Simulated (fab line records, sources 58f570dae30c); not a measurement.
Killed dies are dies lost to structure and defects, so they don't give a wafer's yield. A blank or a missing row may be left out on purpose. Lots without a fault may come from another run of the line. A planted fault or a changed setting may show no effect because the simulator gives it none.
Chamber matching | flow berkeley_cmos170 | UCB170_V2_CVD_00 on pecvd-01: 3 sister chambers
The step deposits SiO2 from TEOS/O2, target thk 2000 nm, time 250 s. 3 wafers are shown with their chamber, then 10 later ones without.

WAFERS WITH THEIR CHAMBER
wafer  | chamber | heater_power_w (W)
L084.6 | 0       | 210
L091.2 | 2       | 318
L091.3 | 1       | 192

WAFERS WITHOUT THEIR CHAMBER
wafer  | heater_power_w (W)
L091.6 | 239
L095.2 | 247
L095.5 | 291
L095.6 | 227
L097.1 | 227
L097.2 | 285
L097.3 | 261
L097.4 | 320
L097.5 | 209
L097.6 | 158

WHICH CHAMBER EACH WENT THROUGH
wafer  | from the rows above          | in truth
L091.6 | can't be placed: 0 or 1 or 2 | 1
L095.2 | can't be placed: 0 or 1 or 2 | 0
L095.5 | can't be placed: 2 or 0      | 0
L095.6 | can't be placed: 0 or 1      | 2
L097.1 | can't be placed: 0 or 1      | 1
L097.2 | can't be placed: 2 or 0      | 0
L097.3 | can't be placed: 0 or 2 or 1 | 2
L097.4 | 2                            | 2
L097.5 | can't be placed: 0 or 1      | 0
L097.6 | can't be placed: 1 or 0      | 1
Placed correctly: 1 of 10. Can't be placed from these rows: 9 (the true chamber is among the candidates in 8). Placed wrongly: 0.
How it was worked out, from the rows above alone: a wafer's distance from a chamber is the root of the sum, over the readings, of the square of ((its reading less the chamber's mean) divided by the reading's scatter). The wafer belongs to the nearest chamber; if the next one is less than 2 further off, it can't be placed. A chamber's mean is the mean of its shown wafers. The scatter: with one shown wafer a chamber, the root of the mean of the squares of how far each hidden wafer lies from its nearest shown one.
